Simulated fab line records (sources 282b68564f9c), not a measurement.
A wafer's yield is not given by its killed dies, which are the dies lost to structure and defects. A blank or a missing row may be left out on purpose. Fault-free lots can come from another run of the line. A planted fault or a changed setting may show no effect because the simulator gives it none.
fab line records + flow rit_cmos
record
- lots=7
- wafers=21
- last_day=7
route steps=202 shown NWELL@36 PWELL@39 M1@202
lots with no fault: from the same line, run without faults
start_h: hours from the record's first day to the start of the lot's first wafer shown + wait_h: how many hours have passed since the lot's step before this one + " repeats the value in the row above + L1.1+2: several wafers, shown together as one row + - either no value or no given start + * or withheld: withheld + < > ~ a bound
route shown NAME@n: a module of which the file shows steps, and the number in the route of the first + usual: the fault-free wafers' mean and standard deviation + same: alike in all rows + chamber/n: place in a boat + sites: the reading at each site + _std_site: standard deviation of those values + _edge_site: inner sites' mean taken away from outer sites' mean + radius_mm: how far each site lies from the wafer's centre + mask NAME#n: copy n + behind: tool/chamber where the wafer was last shaped + hold: why the lot was held/for how many hours/how that ended + device: which transistor (n, p or np) failed to switch + end of line: the route-end tests of the same wafers + a step with no rows: only its recipe + killed: count of dies lost to structure and defects at first sort (not the wafer's yield) + map: shows each die of a wafer: x if killed, . if not, _ if none is there
set.NAME: setting as actually run; set.NAME@STEP: the setting as run at that earlier step + model.NAME: the simulator's own value behind a step, which no gauge read
lots at some steps of the route; a table a step, a row a wafer
services: from which hour (start_h, from the record's first day; less than 0 if before it) a tool's chamber was out of use, for how many hours, and why
## steps
# step RIT_NWELL_IMPLANT_08
# recipe
- species=P
- energy_kev=170
- dose_cm2=5e+13
- tilt_deg=7
# step RIT_NWELL_STRIP_09
# recipe
- chemistry=O2
- time_s=180
- resist=NOVOLAK
- platen_temp_c=withheld
- power_w=500
- pressure_mtorr=4000
- o2_flow_sccm=4000
# usual
- drypump_motor_current_A=6.1/0.43
- o2_flow_sccm=3999/11
# same
- time_s=180
| lot.wafer | tool            | chamber | start_h | wait_h | drypump_motor_current_A | o2_flow_sccm | rf_hours_counter_h |
|-----------|-----------------|---------|---------|--------|-------------------------|--------------|--------------------|
| L634.1    | plasma_asher-04 | 1       | 30.73   | 0.1    | 6.7                     | 3990         | 24                 |
| L634.2    | "               | 0       | "       | "      | 6.3                     | 3986         | 24                 |
| L634.4    | "               | 1       | "       | "      | 6.7                     | 3992         | -                  |
| L640.1    | plasma_asher-03 | 1       | 58.86   | 0.1    | 5.4                     | 3985         | 38                 |
| L640.4    | "               | 1       | "       | "      | 5.4                     | 3991         | -                  |
| L640.6    | "               | 0       | "       | "      | 5.9                     | 3995         | -                  |
| L648.1    | plasma_asher-04 | 1       | 93.66   | 0.1    | 6.7                     | 3993         | 32                 |
| L648.2    | "               | 0       | "       | "      | 6.4                     | 3983         | 32                 |
| L648.5    | "               | 0       | "       | "      | 6.3                     | 3975         | -                  |
| L649.2    | plasma_asher-04 | 1       | 98.40   | 0.1    | 6.7                     | 3975         | 33                 |
| L649.4    | "               | 0       | "       | "      | 6.4                     | 3999         | -                  |
| L649.5    | "               | 0       | "       | "      | 6.4                     | 4004         | -                  |
| L650.2    | plasma_asher-04 | 1       | 102.30  | 0.1    | 6.7                     | 3995         | 33                 |
| L650.4    | "               | 1       | "       | "      | 6.7                     | 4001         | -                  |
| L650.5    | "               | 1       | "       | "      | 6.7                     | 3997         | -                  |
| L652.2    | plasma_asher-03 | 1       | 116.51  | 0.1    | 5.4                     | 3979         | 46                 |
| L652.4    | "               | 0       | "       | "      | 5.9                     | 4008         | -                  |
| L652.5    | "               | 1       | "       | "      | 5.5                     | 4007         | -                  |
| L654.1    | plasma_asher-03 | 1       | 121.46  | 0.1    | 5.5                     | 3987         | 47                 |
| L654.2    | "               | 0       | "       | "      | 5.9                     | 3992         | 47                 |
| L654.5    | "               | 0       | "       | "      | 5.9                     | 3999         | -                  |
# step RIT_NWELL_TW_MEAS_10
# usual
- NWELL_TW=2164/24
| lot.wafer | tool          | chamber | start_h | wait_h | NWELL_TW |
|-----------|---------------|---------|---------|--------|----------|
| L634.1    | film_metro-04 | -       | 30.91   | 0.1    | 2143     |
| L634.2    | "             | -       | "       | "      | 2145     |
| L634.4    | "             | -       | "       | "      | 2131     |
| L640.1    | film_metro-01 | -       | 59.04   | 0.1    | 2187     |
| L640.4    | "             | -       | "       | "      | 2188     |
| L640.6    | "             | -       | "       | "      | 2183     |
| L648.1    | film_metro-04 | -       | 93.83   | 0.1    | 2134     |
| L648.2    | "             | -       | "       | "      | 2135     |
| L648.5    | "             | -       | "       | "      | 2136     |
| L649.2    | film_metro-01 | -       | 98.58   | 0.1    | 2185     |
| L649.4    | "             | -       | "       | "      | 2173     |
| L649.5    | "             | -       | "       | "      | 2181     |
| L650.2    | film_metro-04 | -       | 102.48  | 0.1    | 2136     |
| L650.4    | "             | -       | "       | "      | 2142     |
| L650.5    | "             | -       | "       | "      | 2121     |
| L652.2    | film_metro-01 | -       | 116.70  | 0.1    | 2181     |
| L652.4    | "             | -       | "       | "      | 2187     |
| L652.5    | "             | -       | "       | "      | 2186     |
| L654.1    | film_metro-01 | -       | 121.63  | 0.1    | 2192     |
| L654.2    | "             | -       | "       | "      | 2196     |
| L654.5    | "             | -       | "       | "      | 2202     |
# step RIT_PWELL_HMDS_00
# recipe
- prime_time_s=60
- prime_temp_c=140
# step RIT_PWELL_COAT_01
# recipe
- resist=NOVOLAK
- spin_rpm=2000
- resist_thk_nm=1300
# step RIT_PWELL_SOFTBAKE_02
# recipe
- resist=NOVOLAK
- temp_c=90
- time_s=60
# step RIT_PWELL_EXPOSE_03
# recipe
- mask_id=M3
- na=0.57
- target_cd_nm=43700
- dose_mj=250
# step RIT_PWELL_PEB_04
# recipe
- resist=NOVOLAK
- temp_c=withheld
- time_s=withheld
# step RIT_PWELL_DEVELOP_05
# recipe
- resist=NOVOLAK
- develop_time_s=68
- dev_temp_c=23
# step RIT_PWELL_OVL_MEAS_06
# usual
- PWELL_OVL=-0.3/1.2
| lot.wafer | tool       | chamber | start_h | wait_h | PWELL_OVL[nm] |
|-----------|------------|---------|---------|--------|---------------|
| L634.1    | overlay-02 | -       | 31.97   | -      | 0.0           |
| L634.2    | "          | -       | "       | "      | 0.1           |
| L634.4    | "          | -       | "       | "      | 0.2           |
| L640.1    | overlay-01 | -       | 60.18   | -      | -0.2          |
| L640.4    | "          | -       | "       | "      | -1.4          |
| L640.6    | "          | -       | "       | "      | 0.0           |
| L648.1    | overlay-01 | -       | 94.77   | -      | 0.3           |
| L648.2    | "          | -       | "       | "      | -0.4          |
| L648.5    | "          | -       | "       | "      | -0.1          |
| L649.2    | overlay-01 | -       | 99.81   | -      | -3.3          |
| L649.4    | "          | -       | "       | "      | -1.7          |
| L649.5    | "          | -       | "       | "      | -1.7          |
| L650.2    | overlay-01 | -       | 103.59  | -      | 0.1           |
| L650.4    | "          | -       | "       | "      | 2.1           |
| L650.5    | "          | -       | "       | "      | -0.7          |
| L652.2    | overlay-01 | -       | 117.63  | -      | -0.5          |
| L652.4    | "          | -       | "       | "      | -0.3          |
| L652.5    | "          | -       | "       | "      | -1.3          |
| L654.1    | overlay-02 | -       | 122.70  | -      | -0.5          |
| L654.2    | "          | -       | "       | "      | -0.2          |
| L654.5    | "          | -       | "       | "      | 1.0           |
# step RIT_PWELL_HARDBAKE_07
# recipe
- resist=NOVOLAK
- temp_c=140
- time_s=120
# step RIT_PWELL_IMPLANT_08
# recipe
- species=B
- energy_kev=170
- dose_cm2=7e+13
- tilt_deg=7
# step RIT_PWELL_STRIP_09
# recipe
- chemistry=O2
- time_s=180
- resist=NOVOLAK
- platen_temp_c=withheld
- power_w=500
- pressure_mtorr=4000
- o2_flow_sccm=4000
# usual
- drypump_motor_current_A=5.66/0.21
- o2_flow_sccm=4001/12
# same
- time_s=180
| lot.wafer | tool            | chamber | start_h | wait_h | drypump_motor_current_A | o2_flow_sccm | rf_hours_counter_h |
|-----------|-----------------|---------|---------|--------|-------------------------|--------------|--------------------|
| L634.1    | plasma_asher-03 | 0       | 32.41   | 0.1    | 5.90                    | 4010         | 35                 |
| L634.2    | "               | 1       | "       | "      | 5.47                    | 4012         | 35                 |
| L634.4    | "               | 1       | "       | "      | 5.45                    | 4007         | -                  |
| L640.1    | plasma_asher-01 | 1       | 60.62   | 0.1    | 5.81                    | 4006         | 39                 |
| L640.4    | "               | 1       | "       | "      | 5.82                    | 3998         | -                  |
| L640.6    | "               | 1       | "       | "      | 5.81                    | 4000         | -                  |
| L648.1    | plasma_asher-03 | 1       | 95.21   | 0.1    | 5.46                    | 4790         | 43                 |
| L648.2    | "               | 0       | "       | "      | 5.87                    | 3989         | 43                 |
| L648.5    | "               | 1       | "       | "      | 5.43                    | 4794         | -                  |
| L649.2    | plasma_asher-03 | 1       | 100.50  | 0.1    | 5.46                    | 4796         | 44                 |
| L649.4    | "               | 1       | "       | "      | 5.45                    | 4814         | -                  |
| L649.5    | "               | 1       | "       | "      | 5.47                    | 4795         | -                  |
| L650.2    | plasma_asher-03 | 0       | 104.02  | 0.1    | 5.89                    | 3997         | 45                 |
| L650.4    | "               | 0       | "       | "      | 5.86                    | 3996         | -                  |
| L650.5    | "               | 1       | "       | "      | 5.46                    | 4811         | -                  |
| L652.2    | plasma_asher-02 | 1       | 118.06  | 0.1    | 5.37                    | 3997         | 50                 |
| L652.4    | "               | 1       | "       | "      | 5.34                    | 4006         | -                  |
| L652.5    | "               | 1       | "       | "      | 5.36                    | 4003         | -                  |
| L654.1    | plasma_asher-02 | 1       | 123.13  | 0.1    | 5.34                    | 3996         | 51                 |
| L654.2    | "               | 0       | "       | "      | 5.73                    | 3987         | 51                 |
| L654.5    | "               | 0       | "       | "      | 5.78                    | 4005         | -                  |
# step RIT_PWELL_TW_MEAS_10
# usual
- PWELL_TW=957/11
| lot.wafer | tool          | chamber | start_h | wait_h | PWELL_TW |
|-----------|---------------|---------|---------|--------|----------|
| L634.1    | film_metro-04 | -       | 32.58   | 0.1    | 948      |
| L634.2    | "             | -       | "       | "      | 950      |
| L634.4    | "             | -       | "       | "      | 952      |
| L640.1    | film_metro-03 | -       | 60.80   | 0.1    | 955      |
| L640.4    | "             | -       | "       | "      | 954      |
| L640.6    | "             | -       | "       | "      | 955      |
| L648.1    | film_metro-01 | -       | 95.38   | 0.1    | 971      |
| L648.2    | "             | -       | "       | "      | 963      |
| L648.5    | "             | -       | "       | "      | 966      |
| L649.2    | film_metro-01 | -       | 100.68  | 0.1    | 973      |
| L649.4    | "             | -       | "       | "      | 965      |
| L649.5    | "             | -       | "       | "      | 974      |
| L650.2    | film_metro-01 | -       | 104.20  | 0.1    | 963      |
| L650.4    | "             | -       | "       | "      | 963      |
| L650.5    | "             | -       | "       | "      | 969      |
| L652.2    | film_metro-04 | -       | 118.25  | 0.1    | 953      |
| L652.4    | "             | -       | "       | "      | 952      |
| L652.5    | "             | -       | "       | "      | 944      |
| L654.1    | film_metro-01 | -       | 123.31  | 0.1    | 965      |
| L654.2    | "             | -       | "       | "      | 973      |
| L654.5    | "             | -       | "       | "      | 971      |
# step RIT_M1_PROBE_99
# usual
- killed_at_contacts=0.0/0.2
- killed_at_front_end=7.3/2.8
- killed_dies=7.3/2.8
- killed_open=3.8/1.9
- killed_short=3.5/1.8
# same
- gross_dies=264
- killed_at_M0_to_M3=0
- killed_at_M4_up=0
- killed_at_back_side=0
- killed_at_other=0
| lot.wafer | tool      | chamber | start_h | wait_h | killed_at_contacts | killed_at_front_end | killed_dies | killed_open | killed_short |
|-----------|-----------|---------|---------|--------|--------------------|---------------------|-------------|-------------|--------------|
| L640.1    | prober-02 | -       | 102.52  | 0.1    | 0                  | 8                   | 8           | 4           | 4            |
| L640.4    | prober-02 | -       | 102.67  | 0.2    | 0                  | 6                   | 6           | 3           | 3            |
| L640.6    | prober-02 | -       | 102.77  | 0.2    | 0                  | 9                   | 9           | 4           | 5            |
| L648.1    | prober-01 | -       | 135.51  | 0.1    | 0                  | 12                  | 12          | 4           | 5            |
| L648.2    | prober-01 | -       | 135.56  | 0.1    | 0                  | 4                   | 4           | 2           | 2            |
| L648.5    | prober-01 | -       | 135.71  | 0.2    | 0                  | 2                   | 2           | 0           | 2            |
# killed by level:class
L640.1 FOX2:geometric_particle:short=2 GATE:geometric_particle:open=2 FOX1:geometric_particle:short=1 FOX1:geometric_particle:open=1 REOX:geometric_particle:open=1 SILICIDE:geometric_particle:short=1
L640.4 GATE:geometric_particle:short=2 SPACER:geometric_particle:open=2 GATE:geometric_particle:open=1 SILICIDE:geometric_particle:short=1
L640.6 GATE:geometric_particle:short=3 FOX1:geometric_particle:open=2 FOX1:geometric_particle:short=1 FOX2:geometric_particle:short=1 GATE:geometric_particle:open=1 SILICIDE:geometric_particle:open=1
L648.1 NRETRO:coat_microbubble_printed=3 GATE:geometric_particle:short=2 REOX:geometric_particle:open=2 SPACER:geometric_particle:short=2 FOX1:geometric_particle:short=1 SPACER:geometric_particle:open=1 SILICIDE:geometric_particle:open=1
L648.2 GATE:geometric_particle:open=2 GATE:geometric_particle:short=1 SPACER:geometric_particle:short=1
L648.5 GATE:geometric_particle:short=2
## services
| tool            | chamber | start_h | hours | kind       |
|-----------------|---------|---------|-------|------------|
| plasma_asher-01 | -       | 12.43   | 2.8   | pm         |
| plasma_asher-01 | -       | 83.33   | 28.1  | pm         |
| plasma_asher-01 | -       | 111.44  | 9.0   | pm         |
| plasma_asher-01 | 0       | 111.44  | 9.0   | vent_cycle |
| plasma_asher-01 | 1       | 111.44  | 9.0   | vent_cycle |
| plasma_asher-01 | -       | 113.25  | 4.2   | repair     |
| plasma_asher-01 | 0       | 120.44  | -     | clean      |
| plasma_asher-01 | 1       | 120.44  | -     | clean      |
## key
first_sign
- step=RIT_PWELL_STRIP_09
- reading=o2_flow_sccm
- direction=up
- sigmas=69
- usual=4001
- struck=4800
effect none on later readings
met_at RIT_PWELL_STRIP_09
struck_wafers L648.1,L648.5,L649.2,L649.4,L649.5,L650.5
tester_left_out L648,L649,L650
onset_between 32.41 95.21
fault
- kind=process_parameter_drift
- tool=plasma_asher-03
- chamber=1
- onset_h=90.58
- steps=RIT_PWELL_STRIP_09
- channel=o2_flow_sccm
- offset=800
- shape=step
- end_h=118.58
- acts_in=these_recipes_only
- stated=4000
# tester_left_out: of these lots the tester's yield and bins aren't shown, on N5 and GAA mostly nor the transistor test; their killed dies are dies lost to structure and defects alone, not to doping, threshold or leakage, so they don't give the yield
